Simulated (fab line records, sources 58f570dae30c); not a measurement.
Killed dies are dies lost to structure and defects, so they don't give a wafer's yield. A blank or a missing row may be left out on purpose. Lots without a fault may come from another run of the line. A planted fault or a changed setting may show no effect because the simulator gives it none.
Which tool did it? | flow berkeley_cmos170 | 14 lots, 42 wafers sampled, at 5 steps of a route of 331

WHAT THE GAUGES READ, wafer by wafer
UCB170_SACOX_THK_MEAS_02. Usual: SACOX_OXIDE_THK 14.41 nm, standard deviation 0.21.
lot  | measured     | on            | SACOX_OXIDE_THK (nm) | flag
L295 | day 6 07:35  | film_metro-02 | 14.54 14.61 14.71    |
L296 | day 6 19:43  | film_metro-02 | 14.37 14.06 13.93    |
L297 | day 6 19:43  | film_metro-01 | 14.29 14.29 14.03    |
L294 | day 6 19:44  | film_metro-04 | 14.25 14.38 14.48    |
L299 | day 7 02:55  | film_metro-04 | 14.54 14.42 14.55    |
L300 | day 7 02:55  | film_metro-01 | 14.32 14.30 14.31    |
L298 | day 7 02:58  | film_metro-02 | 13.83 14.25 14.35    |
L301 | day 7 11:01  | film_metro-04 | 14.18 14.27 14.05    |
L306 | day 8 07:25  | film_metro-01 | 14.13 14.05 14.72    |
L310 | day 9 10:46  | film_metro-02 | 14.42 14.38 14.40    |
L311 | day 9 10:46  | film_metro-01 | 14.66 14.48 14.73    |
L309 | day 9 10:47  | film_metro-04 | 14.24 14.37 14.55    |
L313 | day 10 17:44 | film_metro-02 | 14.56 14.54 14.50    |
L316 | day 11 10:32 | film_metro-01 | 14.75 14.73 14.75    |

UCB170_PVT_OVL_MEAS_06. Usual: PVT_OVL -2 nm, standard deviation 6.4.
lot  | measured     | on         | PVT_OVL (nm) | flag
L295 | day 7 01:54  | overlay-01 | -3 -7 -14    |
L296 | day 7 11:32  | overlay-01 | -10 -12 -3   |
L297 | day 7 11:16  | overlay-01 | 0 4 7        |
L294 | day 7 10:50  | overlay-01 | -11 -10 -6   |
L299 | day 7 20:58  | overlay-02 | 3 -7 4       |
L300 | day 7 21:11  | overlay-02 | -4 -4 6      |
L298 | day 7 21:14  | overlay-01 | 2 2 -1       |
L301 | day 8 04:17  | overlay-01 | -5 -1 -6     |
L306 | day 8 23:57  | overlay-02 | -9 -9 -7     |
L310 | day 10 03:20 | overlay-01 | -11 -11 -1   |
L311 | day 10 04:02 | overlay-02 | -6 -2 11     |
L309 | day 10 03:19 | overlay-02 | -3 2 -1      |
L313 | day 11 17:08 | overlay-01 | -4 2 -6      |
L316 | day 12 04:11 | overlay-01 | -4 -13 -7    |

UCB170_GATE_CD_MEAS_90: target cd 350 nm. Usual: cd_nm 350.2 nm, standard deviation 1.6.
lot  | measured     | on        | cd_nm (nm)        | flag
L295 | day 7 16:46  | cd_sem-02 | 349.9 351.2 350.0 |
L296 | day 8 05:51  | cd_sem-01 | 346.3 348.3 347.3 |
L297 | day 8 05:34  | cd_sem-02 | 350.1 348.2 348.6 |
L294 | day 8 06:08  | cd_sem-02 | 348.9 348.6 349.1 |
L299 | day 8 11:56  | cd_sem-02 | 347.0 349.0 348.0 |
L300 | day 8 12:07  | cd_sem-02 | 349.7 351.8 351.2 |
L298 | day 8 11:39  | cd_sem-02 | 351.9 348.3 348.7 |
L301 | day 8 19:29  | cd_sem-01 | 351.9 350.2 350.2 |
L306 | day 9 15:00  | cd_sem-02 | 348.5 349.4 349.2 |
L310 | day 10 22:48 | cd_sem-01 | 349.8 351.2 350.4 |
L311 | day 10 22:31 | cd_sem-01 | 353.7 352.9 352.4 |
L309 | day 10 22:26 | cd_sem-01 | 350.2 348.7 352.3 |
L313 | day 12 11:04 | cd_sem-01 | 347.9 351.7 350.9 |
L316 | day 13 02:43 | cd_sem-02 | 348.5 348.2 348.8 |

UCB170_SDANNEAL_RS_MEAS_02: measures by four-point-probe. Usual: PSD_RS 75.5 ohm/sq, standard deviation 0.3.
lot  | measured     | on            | PSD_RS (ohm/sq) | flag
L295 | day 8 10:50  | film_metro-03 | 75.2 75.2 74.9  |
L296 | day 8 22:30  | film_metro-04 | 75.7 75.2 75.5  |
L297 | day 8 22:13  | film_metro-02 | 75.4 75.6 75.6  |
L294 | day 8 22:41  | film_metro-03 | 75.3 75.7 75.3  |
L299 | day 9 02:17  | film_metro-03 | 75.3 75.9 75.7  |
L300 | day 9 02:40  | film_metro-02 | 75.3 75.3 75.1  |
L298 | day 9 01:53  | film_metro-04 | 75.6 75.7 75.8  |
L301 | day 9 11:01  | film_metro-03 | 75.4 75.5 75.7  |
L306 | day 10 09:32 | film_metro-02 | 75.3 75.2 75.5  |
L310 | day 12 02:52 | film_metro-02 | 75.6 75.2 75.6  |
L311 | day 12 03:20 | film_metro-03 | 76.6 77.0 76.9  | OFF
L309 | day 12 02:54 | film_metro-03 | 76.8 77.2 77.3  | OFF
L313 | day 13 09:41 | film_metro-04 | 75.7 75.4 75.6  |
L316 | day 14 03:46 | film_metro-03 | 75.8 75.8 75.6  |

WHICH TOOL RAN EACH LOT (tool, then ch and the chambers of the sampled wafers, then the start)
lot  | UCB170_PSD_IMPLANT_08
L295 | implanter-04 ch 0, day 8 04:45
L296 | implanter-03 ch 0, day 8 17:47
L297 | implanter-03 ch 0, day 8 17:16
L294 | implanter-04 ch 0, day 8 17:29
L299 | implanter-01 ch 0, day 8 22:40
L300 | implanter-03 ch 0, day 8 23:25
L298 | implanter-04 ch 0, day 8 22:32
L301 | implanter-01 ch 0, day 9 07:51
L306 | implanter-04 ch 0, day 10 05:01
L310 | implanter-03 ch 0, day 11 17:41
L311 | implanter-04 ch 0, day 11 17:57
L309 | implanter-04 ch 0, day 11 17:37
L313 | implanter-01 ch 0, day 12 23:40
L316 | implanter-01 ch 0, day 13 22:35
- UCB170_PSD_IMPLANT_08

WHAT THE TOOLS THEMSELVES READ (means of the sampled wafers that have a number; where no wafer has one, the mark that the record gives instead)
UCB170_PSD_IMPLANT_08. Usual: beam_energy_keV 19.999, standard deviation 0.0052; dose_ions_cm2 3e+15, standard deviation 3.2e+12.
lot  | tool         | beam_energy_keV | dose_ions_cm2 | flag
L295 | implanter-04 | 19.991          | 3e+15         |
L296 | implanter-03 | 19.997          | 3e+15         |
L297 | implanter-03 | 19.999          | 3e+15         |
L294 | implanter-04 | 19.999          | 3e+15         |
L299 | implanter-01 | 19.995          | 3e+15         |
L300 | implanter-03 | 19.995          | 3e+15         |
L298 | implanter-04 | 19.999          | 3e+15         |
L301 | implanter-01 | 20.000          | 3e+15         |
L306 | implanter-04 | 20.000          | 3e+15         |
L310 | implanter-03 | 20.003          | 3e+15         |
L311 | implanter-04 | 19.997          | 3e+15         |
L309 | implanter-04 | 19.999          | 3e+15         |
L313 | implanter-01 | 19.996          | 3e+15         |
L316 | implanter-01 | 19.999          | 3e+15         |

THE ANSWER, worked out from the rows above alone
Rule: a lot is off if the mean of its wafers that have a number lies more than 3 standard deviations from the usual mean. A lot without any number at a reading at which 4 lots or more have one is off too. The other lots that the step has rows for count as sound. The gauges are gone through in route order, then the tools' own readings, and for those a lot's mean is taken as printed above. The first step at which some lot is off is used, and at that step the reading that is off furthest; a lot without a number counts as furthest.
Off: L311, L309, at UCB170_SDANNEAL_RS_MEAS_02 (PSD_RS).
A tool fits if, at a process step before that reading, it ran every lot that is off, and no sound lot after the first of them. The gauges at UCB170_SDANNEAL_RS_MEAS_02 are tried like those tools. One fits: implanter-04 at UCB170_PSD_IMPLANT_08. Its last sound lot is L306 (day 10 05:01), its first lot that is off L309 (day 11 17:37): a fault that began between those two fits.

WHAT THE SIMULATOR HAD PUT IN
Process parameter drift: implanter-04, from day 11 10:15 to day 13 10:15, at UCB170_PSD_IMPLANT_08. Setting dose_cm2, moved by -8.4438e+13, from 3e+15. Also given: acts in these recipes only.
Lots struck among those shown: L311, L309. The rule above found the same.
